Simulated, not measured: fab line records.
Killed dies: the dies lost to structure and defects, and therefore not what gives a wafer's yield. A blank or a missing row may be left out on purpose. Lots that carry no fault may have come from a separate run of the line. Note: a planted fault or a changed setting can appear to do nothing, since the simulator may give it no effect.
Which tool was responsible? :: flow berkeley cmos170 :: Sampling: 24 lots, 72 wafers, 6 of 331 route steps

== WHAT THE GAUGES SHOWED, per wafer ==
UCB170_START_THK_MEAS_03.
lot: L074
measured: day 1 11:51
on: film metro-02
START_OXIDE_THK (nm): 20.0 20.2 20.2

lot: L075
measured: day 1 18:45
on: film metro-02
START_OXIDE_THK (nm): 19.6 19.4 19.3

lot: L076
measured: day 2 03:13
on: film metro-01
START_OXIDE_THK (nm): 19.4 19.4 19.7

lot: L077
measured: day 2 03:14
on: film metro-03
START_OXIDE_THK (nm): 19.7 19.9 19.5

lot: L078
measured: day 2 11:40
on: film metro-01
START_OXIDE_THK (nm): 19.9 19.8 19.6

lot: L079
measured: day 2 14:25
on: film metro-01
START_OXIDE_THK (nm): 20.0 19.9 20.1

lot: L080
measured: day 2 19:01
on: film metro-03
START_OXIDE_THK (nm): 19.8 19.7 19.7

lot: L081
measured: day 3 01:22
on: film metro-03
START_OXIDE_THK (nm): 19.4 19.7 19.5

lot: L082
measured: day 3 07:12
on: film metro-03
START_OXIDE_THK (nm): 19.7 19.3 19.4

lot: L083
measured: day 3 09:22
on: film metro-03
START_OXIDE_THK (nm): 20.2 19.5 20.3

lot: L084
measured: day 3 16:25
on: film metro-01
START_OXIDE_THK (nm): 19.8 20.3 20.1

lot: L085
measured: day 3 21:41
on: film metro-03
START_OXIDE_THK (nm): 20.2 20.4 19.8

lot: L086
measured: day 4 01:16
on: film metro-01
START_OXIDE_THK (nm): 20.4 19.7 20.2

lot: L087
measured: day 4 06:02
on: film metro-03
START_OXIDE_THK (nm): 19.8 20.2 19.6

lot: L088
measured: day 4 10:36
on: film metro-01
START_OXIDE_THK (nm): 20.1 19.8 20.4

lot: L089
measured: day 4 18:58
on: film metro-02
START_OXIDE_THK (nm): 19.7 19.8 19.6

lot: L090
measured: day 4 22:08
on: film metro-02
START_OXIDE_THK (nm): 19.3 19.5 19.6

lot: L091
measured: day 5 02:13
on: film metro-03
START_OXIDE_THK (nm): 20.1 19.8 19.9

lot: L092
measured: day 5 08:00
on: film metro-02
START_OXIDE_THK (nm): 20.5 20.2 20.5

lot: L093
measured: day 5 12:23
on: film metro-02
START_OXIDE_THK (nm): 19.4 19.9 19.5

lot: L094
measured: day 5 17:51
on: film metro-01
START_OXIDE_THK (nm): 19.3 19.3 19.6

lot: L095
measured: day 5 23:31
on: film metro-01
START_OXIDE_THK (nm): 19.1 19.4 19.2

lot: L096
measured: day 6 03:49
on: film metro-01
START_OXIDE_THK (nm): 19.6 19.7 19.9

lot: L097
measured: day 6 09:29
on: film metro-01
START_OXIDE_THK (nm): 19.3 19.5 19.1

UCB170_NWELL_TW_MEAS_16.
lot: L074
measured: day 2 07:23
on: film metro-04
NWELL_TW: 1248 1241 1245

lot: L075
measured: day 2 17:50
on: film metro-04
NWELL_TW: 1249 1249 1252

lot: L076
measured: day 2 23:10
on: film metro-01
NWELL_TW: 1248 1253 1244

lot: L077
measured: day 2 22:55
on: film metro-02
NWELL_TW: 1266 1267 1259

lot: L078
measured: day 3 07:14
on: film metro-04
NWELL_TW: 1235 1235 1241

lot: L079
measured: day 3 07:23
on: film metro-01
NWELL_TW: 1254 1256 1254

lot: L080
measured: day 3 09:43
on: film metro-01
NWELL_TW: 1254 1258 1258

lot: L081
measured: day 3 16:45
on: film metro-04
NWELL_TW: 1237 1241 1236

lot: L082
measured: day 3 22:26
on: film metro-04
NWELL_TW: 1232 1238 1239

lot: L083
measured: day 4 01:29
on: film metro-02
NWELL_TW: 1256 1255 1258

lot: L084
measured: day 4 06:39
on: film metro-04
NWELL_TW: 1239 1234 1234

lot: L085
measured: day 4 13:35
on: film metro-04
NWELL_TW: 1244 1236 1242

lot: L086
measured: day 4 13:41
on: film metro-01
NWELL_TW: 1261 1262 1254

lot: L087
measured: day 4 20:14
on: film metro-01
NWELL_TW: 1260 1253 1253

lot: L088
measured: day 5 07:38
on: film metro-04
NWELL_TW: 1243 1236 1237

lot: L089
measured: day 5 12:26
on: film metro-01
NWELL_TW: 1247 1247 1249

lot: L090
measured: day 5 12:56
on: film metro-04
NWELL_TW: 1237 1243 1243

lot: L091
measured: day 5 16:50
on: film metro-02
NWELL_TW: 1260 1257 1259

lot: L092
measured: day 5 21:10
on: film metro-04
NWELL_TW: 1245 1250 1236

lot: L093
measured: day 6 03:13
on: film metro-04
NWELL_TW: 1252 1248 1256

lot: L094
measured: day 6 10:35
on: film metro-02
NWELL_TW: 1269 1256 1251

lot: L095
measured: day 6 14:53
on: film metro-04
NWELL_TW: 1239 1235 1249

lot: L096
measured: day 6 23:25
on: film metro-02
NWELL_TW: 1268 1260 1267

lot: L097
measured: day 7 06:32
on: film metro-02
NWELL_TW: 1258 1260 1250

UCB170_FIELD_THK_MEAS_90.
lot: L074
measured: day 4 18:50
on: film metro-04
FIELD_OXIDE_LEFT_1_THK (nm): 440 442 433

lot: L075
measured: day 5 05:52
on: film metro-01
FIELD_OXIDE_LEFT_1_THK (nm): 429 439 439

lot: L076
measured: day 5 05:51
on: film metro-03
FIELD_OXIDE_LEFT_1_THK (nm): 443 446 442

lot: L077
measured: day 5 05:53
on: film metro-04
FIELD_OXIDE_LEFT_1_THK (nm): 453 441 446

lot: L078
measured: day 5 18:01
on: film metro-03
FIELD_OXIDE_LEFT_1_THK (nm): 442 441 446

lot: L079
measured: day 6 04:55
on: film metro-01
FIELD_OXIDE_LEFT_1_THK (nm): 458 440 438

lot: L080
measured: day 5 18:03
on: film metro-04
FIELD_OXIDE_LEFT_1_THK (nm): 443 442 441

lot: L081
measured: day 6 04:54
on: film metro-04
FIELD_OXIDE_LEFT_1_THK (nm): 447 437 434

lot: L082
measured: day 6 11:08
on: film metro-03
FIELD_OXIDE_LEFT_1_THK (nm): 429 438 436

lot: L083
measured: day 6 11:06
on: film metro-03
FIELD_OXIDE_LEFT_1_THK (nm): 445 453 445

lot: L084
measured: day 7 02:34
on: film metro-03
FIELD_OXIDE_LEFT_1_THK (nm): 444 453 441

lot: L085
measured: day 7 02:34
on: film metro-01
FIELD_OXIDE_LEFT_1_THK (nm): 452 449 452

lot: L086
measured: day 7 02:34
on: film metro-04
FIELD_OXIDE_LEFT_1_THK (nm): 453 446 443

lot: L087
measured: day 7 14:58
on: film metro-04
FIELD_OXIDE_LEFT_1_THK (nm): 453 458 450

lot: L088
measured: day 8 03:52
on: film metro-03
FIELD_OXIDE_LEFT_1_THK (nm): 463 452 461

lot: L089
measured: day 8 03:49
on: film metro-03
FIELD_OXIDE_LEFT_1_THK (nm): 457 450 443

lot: L090
measured: day 8 03:45
on: film metro-03
FIELD_OXIDE_LEFT_1_THK (nm): 457 469 466

lot: L091
measured: day 8 09:31
on: film metro-01
FIELD_OXIDE_LEFT_1_THK (nm): 453 448 453

lot: L092
measured: day 8 09:31
on: film metro-04
FIELD_OXIDE_LEFT_1_THK (nm): 452 434 443

lot: L093
measured: day 9 02:35
on: film metro-04
FIELD_OXIDE_LEFT_1_THK (nm): 437 448 450

lot: L094
measured: day 9 02:36
on: film metro-01
FIELD_OXIDE_LEFT_1_THK (nm): 433 436 429

lot: L095
measured: day 9 11:41
on: film metro-01
FIELD_OXIDE_LEFT_1_THK (nm): 442 449 437

lot: L096
measured: day 9 11:38
on: film metro-04
FIELD_OXIDE_LEFT_1_THK (nm): 447 437 445

lot: L097
measured: day 9 19:01
on: film metro-04
FIELD_OXIDE_LEFT_1_THK (nm): 443 447 444

UCB170_M3_CD_MEAS_90 targets a cd of 700 nm.
lot: L074
measured: day 7 15:02
on: cd sem-01
cd nm (nm): 702.4 697.4 700.7

lot: L075
measured: day 7 22:13
on: cd sem-01
cd nm (nm): 709.6 705.9 701.5

lot: L076
measured: day 7 22:45
on: cd sem-01
cd nm (nm): 698.4 695.5 694.5

lot: L077
measured: day 7 23:07
on: cd sem-02
cd nm (nm): 698.8 702.2 699.5

lot: L078
measured: day 8 21:37
on: cd sem-01
cd nm (nm): 702.5 697.3 699.8

lot: L079
measured: day 9 06:48
on: cd sem-01
cd nm (nm): 698.9 701.1 702.8

lot: L080
measured: day 8 21:55
on: cd sem-01
cd nm (nm): 701.2 698.1 703.5

lot: L081
measured: day 9 07:28
on: cd sem-01
cd nm (nm): 700.3 694.9 695.8

lot: L082
measured: day 9 11:02
on: cd sem-02
cd nm (nm): 699.5 698.6 698.5

lot: L083
measured: day 9 11:23
on: cd sem-01
cd nm (nm): 702.9 700.5 700.9

lot: L084
measured: day 10 04:04
on: cd sem-02
cd nm (nm): 702.2 704.2 702.8

lot: L085
measured: day 10 03:49
on: cd sem-01
cd nm (nm): 703.0 701.4 705.0

lot: L086
measured: day 10 03:27
on: cd sem-01
cd nm (nm): 698.7 696.6 699.3

lot: L087
measured: day 10 13:20
on: cd sem-02
cd nm (nm): 703.9 701.5 699.8

lot: L088
measured: day 10 22:14
on: cd sem-01
cd nm (nm): 698.0 704.1 701.3

lot: L089
measured: day 10 22:28
on: cd sem-01
cd nm (nm): 702.8 700.0 705.1

lot: L090
measured: day 11 03:59
on: cd sem-02
cd nm (nm): 701.5 702.7 700.7

lot: L091
measured: day 11 08:38
on: cd sem-02
cd nm (nm): 704.5 704.3 704.2

lot: L092
measured: day 11 08:35
on: cd sem-01
cd nm (nm): 700.6 698.6 699.5

lot: L093
measured: day 11 21:16
on: cd sem-02
cd nm (nm): 697.0 698.8 697.7

lot: L094
measured: day 11 20:57
on: cd sem-02
cd nm (nm): 705.0 704.9 703.4

lot: L095
measured: day 12 04:30
on: cd sem-02
cd nm (nm): 698.0 698.6 697.6

lot: L096
measured: day 12 04:24
on: cd sem-02
cd nm (nm): 700.9 702.2 699.7

lot: L097
measured: day 12 16:52
on: cd sem-02
cd nm (nm): 704.9 700.6 704.5

== TOOL THAT RAN EACH LOT (tool first, then ch and the chambers of the sampled wafers, then the start) ==
lot: L074
UCB170_NWELL_ETCH_13: rie diel-02 ch 1,2,3, day 2 07:02
UCB170_M3_STRIP_19: plasma asher-03 ch 0,1, day 7 14:56

lot: L075
UCB170_NWELL_ETCH_13: rie diel-04 ch 0,2, day 2 17:28
UCB170_M3_STRIP_19: plasma asher-03 ch 0,1, day 7 22:06

lot: L076
UCB170_NWELL_ETCH_13: rie diel-01 ch 1,3, day 2 22:49
UCB170_M3_STRIP_19: plasma asher-03 ch 0,1, day 7 22:39

lot: L077
UCB170_NWELL_ETCH_13: rie diel-04 ch 0,1,2, day 2 22:32
UCB170_M3_STRIP_19: plasma asher-02 ch 0,1, day 7 23:01

lot: L078
UCB170_NWELL_ETCH_13: rie diel-02 ch 0,2,3, day 3 06:53
UCB170_M3_STRIP_19: plasma asher-02 ch 0,1, day 8 21:31

lot: L079
UCB170_NWELL_ETCH_13: rie diel-04 ch 2,3, day 3 07:02
UCB170_M3_STRIP_19: plasma asher-02 ch 0,1, day 9 06:42

lot: L080
UCB170_NWELL_ETCH_13: rie diel-02 ch 0,1, day 3 09:20
UCB170_M3_STRIP_19: plasma asher-03 ch 0,1, day 8 21:47

lot: L081
UCB170_NWELL_ETCH_13: rie diel-04 ch 0,2,3, day 3 16:24
UCB170_M3_STRIP_19: plasma asher-01 ch 0,1, day 9 07:22

lot: L082
UCB170_NWELL_ETCH_13: rie diel-01 ch 1,2,3, day 3 22:05
UCB170_M3_STRIP_19: plasma asher-02 ch 0,1, day 9 10:56

lot: L083
UCB170_NWELL_ETCH_13: rie diel-01 ch 0,1,2, day 4 01:07
UCB170_M3_STRIP_19: plasma asher-01 ch 0,1, day 9 11:16

lot: L084
UCB170_NWELL_ETCH_13: rie diel-01 ch 2,3, day 4 06:17
UCB170_M3_STRIP_19: plasma asher-03 ch 0,1, day 10 03:58

lot: L085
UCB170_NWELL_ETCH_13: rie diel-04 ch 0,3, day 4 13:13
UCB170_M3_STRIP_19: plasma asher-01 ch 0,1, day 10 03:41

lot: L086
UCB170_NWELL_ETCH_13: rie diel-02 ch 0,1,3, day 4 13:19
UCB170_M3_STRIP_19: plasma asher-03 ch 0,1, day 10 03:20

lot: L087
UCB170_NWELL_ETCH_13: rie diel-04 ch 0,2, day 4 19:53
UCB170_M3_STRIP_19: plasma asher-02 ch 0,1, day 10 13:13

lot: L088
UCB170_NWELL_ETCH_13: rie diel-04 ch 0,3, day 5 07:17
UCB170_M3_STRIP_19: plasma asher-03 ch 0,1, day 10 22:06

lot: L089
UCB170_NWELL_ETCH_13: rie diel-02 ch 1,2,3, day 5 12:04
UCB170_M3_STRIP_19: plasma asher-02 ch 0,1, day 10 22:22

lot: L090
UCB170_NWELL_ETCH_13: rie diel-02 ch 1,2,3, day 5 12:35
UCB170_M3_STRIP_19: plasma asher-02 ch 0,1, day 11 03:53

lot: L091
UCB170_NWELL_ETCH_13: rie diel-01 ch 0,1,2, day 5 16:29
UCB170_M3_STRIP_19: plasma asher-03 ch 0,1, day 11 08:31

lot: L092
UCB170_NWELL_ETCH_13: rie diel-01 ch 0,1,2, day 5 20:49
UCB170_M3_STRIP_19: plasma asher-02 ch 0,1, day 11 08:29

lot: L093
UCB170_NWELL_ETCH_13: rie diel-01 ch 0,1, day 6 02:51
UCB170_M3_STRIP_19: plasma asher-03 ch 1, day 11 21:05

lot: L094
UCB170_NWELL_ETCH_13: rie diel-01 ch 0,1, day 6 10:13
UCB170_M3_STRIP_19: plasma asher-01 ch 0,1, day 11 20:50

lot: L095
UCB170_NWELL_ETCH_13: rie diel-01 ch 0,1, day 6 14:32
UCB170_M3_STRIP_19: plasma asher-03 ch 0,1, day 12 04:20

lot: L096
UCB170_NWELL_ETCH_13: rie diel-02 ch 0,2,3, day 6 23:03
UCB170_M3_STRIP_19: plasma asher-02 ch 0,1, day 12 04:13

lot: L097
UCB170_NWELL_ETCH_13: rie diel-02 ch 2,3, day 7 06:09
UCB170_M3_STRIP_19: plasma asher-01 ch 0,1, day 12 16:44
- UCB170_NWELL_ETCH_13: etches Si3N4 in CH3F/Ar/O2, stops on SiO2, target depth 246.4 nm, time 154 s.
- UCB170_M3_STRIP_19: strips in O2.

== WHAT THE TOOLS THEMSELVES READ (means of the sampled wafers that have a number; where no wafer has one, the mark that the record gives instead) ==
UCB170_NWELL_ETCH_13.
lot: L074
tool: rie diel-02
drypump motor current A (A): 5.4
oes product au (a.u.): 0.956
throttle valve pct (%): 8.12

lot: L075
tool: rie diel-04
drypump motor current A (A): 6.0
oes product au (a.u.): 0.946
throttle valve pct (%): 7.96

lot: L076
tool: rie diel-01
drypump motor current A (A): 5.6
oes product au (a.u.): 0.946
throttle valve pct (%): 8.03

lot: L077
tool: rie diel-04
drypump motor current A (A): 5.7
oes product au (a.u.): 0.937
throttle valve pct (%): 7.93

lot: L078
tool: rie diel-02
drypump motor current A (A): 5.6
oes product au (a.u.): 0.947
throttle valve pct (%): 8.12

lot: L079
tool: rie diel-04
drypump motor current A (A): 5.9
oes product au (a.u.): 0.939
throttle valve pct (%): 8.12

lot: L080
tool: rie diel-02
drypump motor current A (A): 5.4
oes product au (a.u.): 0.947
throttle valve pct (%): 8.06

lot: L081
tool: rie diel-04
drypump motor current A (A): 5.9
oes product au (a.u.): 0.950
throttle valve pct (%): 8.01

lot: L082
tool: rie diel-01
drypump motor current A (A): 5.5
oes product au (a.u.): 0.952
throttle valve pct (%): 8.11

lot: L083
tool: rie diel-01
drypump motor current A (A): 5.6
oes product au (a.u.): 0.945
throttle valve pct (%): 8.17

lot: L084
tool: rie diel-01
drypump motor current A (A): 5.9
oes product au (a.u.): 0.946
throttle valve pct (%): 8.08

lot: L085
tool: rie diel-04
drypump motor current A (A): 6.0
oes product au (a.u.): 0.944
throttle valve pct (%): 7.97

lot: L086
tool: rie diel-02
drypump motor current A (A): 5.6
oes product au (a.u.): 0.939
throttle valve pct (%): 8.10

lot: L087
tool: rie diel-04
drypump motor current A (A): 5.9
oes product au (a.u.): 0.931
throttle valve pct (%): 8.06

lot: L088
tool: rie diel-04
drypump motor current A (A): 6.0
oes product au (a.u.): 0.953
throttle valve pct (%): 7.95

lot: L089
tool: rie diel-02
drypump motor current A (A): 5.4
oes product au (a.u.): 0.947
throttle valve pct (%): 8.12

lot: L090
tool: rie diel-02
drypump motor current A (A): 5.4
oes product au (a.u.): 0.944
throttle valve pct (%): 8.12

lot: L091
tool: rie diel-01
drypump motor current A (A): 5.5
oes product au (a.u.): 0.928
throttle valve pct (%): 8.16

lot: L092
tool: rie diel-01
drypump motor current A (A): 5.6
oes product au (a.u.): 0.944
throttle valve pct (%): 8.16

lot: L093
tool: rie diel-01
drypump motor current A (A): 5.6
oes product au (a.u.): 0.927
throttle valve pct (%): 8.14

lot: L094
tool: rie diel-01
drypump motor current A (A): 5.2
oes product au (a.u.): 0.938
throttle valve pct (%): 8.11

lot: L095
tool: rie diel-01
drypump motor current A (A): 5.6
oes product au (a.u.): 0.942
throttle valve pct (%): 8.14

lot: L096
tool: rie diel-02
drypump motor current A (A): 5.6
oes product au (a.u.): 0.946
throttle valve pct (%): 8.14

lot: L097
tool: rie diel-02
drypump motor current A (A): 5.4
oes product au (a.u.): 0.949
throttle valve pct (%): 8.16

UCB170_M3_STRIP_19.
lot: L074
tool: plasma asher-03
drypump motor current A (A): 5.34
oes product au (a.u.): 0.552

lot: L075
tool: plasma asher-03
drypump motor current A (A): 5.31
oes product au (a.u.): 0.547

lot: L076
tool: plasma asher-03
drypump motor current A (A): 5.36
oes product au (a.u.): 0.561

lot: L077
tool: plasma asher-02
drypump motor current A (A): 5.22
oes product au (a.u.): 0.556

lot: L078
tool: plasma asher-02
drypump motor current A (A): 5.41
oes product au (a.u.): 0.562

lot: L079
tool: plasma asher-02
drypump motor current A (A): 5.25
oes product au (a.u.): 0.551

lot: L080
tool: plasma asher-03
drypump motor current A (A): 5.30
oes product au (a.u.): 0.545

lot: L081
tool: plasma asher-01
drypump motor current A (A): 5.69
oes product au (a.u.): 0.557

lot: L082
tool: plasma asher-02
drypump motor current A (A): 5.24
oes product au (a.u.): 0.564

lot: L083
tool: plasma asher-01
drypump motor current A (A): 5.47
oes product au (a.u.): 0.589

lot: L084
tool: plasma asher-03
drypump motor current A (A): 5.29
oes product au (a.u.): 0.544

lot: L085
tool: plasma asher-01
drypump motor current A (A): 5.46
oes product au (a.u.): 0.556

lot: L086
tool: plasma asher-03
drypump motor current A (A): 5.30
oes product au (a.u.): 0.581

lot: L087
tool: plasma asher-02
drypump motor current A (A): 5.19
oes product au (a.u.): 0.559

lot: L088
tool: plasma asher-03
drypump motor current A (A): 5.32
oes product au (a.u.): 0.540

lot: L089
tool: plasma asher-02
drypump motor current A (A): 5.41
oes product au (a.u.): 0.551

lot: L090
tool: plasma asher-02
drypump motor current A (A): 5.40
oes product au (a.u.): 0.549

lot: L091
tool: plasma asher-03
drypump motor current A (A): 5.31
oes product au (a.u.): 0.546

lot: L092
tool: plasma asher-02
drypump motor current A (A): 5.22
oes product au (a.u.): 0.568

lot: L093
tool: plasma asher-03
drypump motor current A (A): 5.26
oes product au (a.u.): 0.525

lot: L094
tool: plasma asher-01
drypump motor current A (A): 5.47
oes product au (a.u.): 0.556

lot: L095
tool: plasma asher-03
drypump motor current A (A): 5.29
oes product au (a.u.): 0.567

lot: L096
tool: plasma asher-02
drypump motor current A (A): 5.40
oes product au (a.u.): 0.560

lot: L097
tool: plasma asher-01
drypump motor current A (A): 5.47
oes product au (a.u.): 0.552

== THE ANSWER, worked out from the rows above alone ==
Rule: what is usual is taken from the lots themselves. Put in order of their means at a reading, lots are off if they are a third of the lots or fewer, leave a main group of 4 or more, and stand apart from it by a gap of 3 or more times the standard deviation of the main group's means; of several such gaps the widest counts. If all means in a main group match to the digits the tables above print for the reading, that group is not used. A lot without any number at a reading at which 4 lots or more have one is off too. Where the step has rows for the other lots, those lots are counted as sound. The gauges are gone through in route order, then the tools' own readings, and for those a lot's mean is taken as printed above. At the first step where some lot is off, the reading lying furthest off is the one used; lots without a number count as furthest.
No lot is off on any of the readings shown, so nothing can be concluded from this.

== WHAT HAD BEEN PUT IN BY THE SIMULATOR ==
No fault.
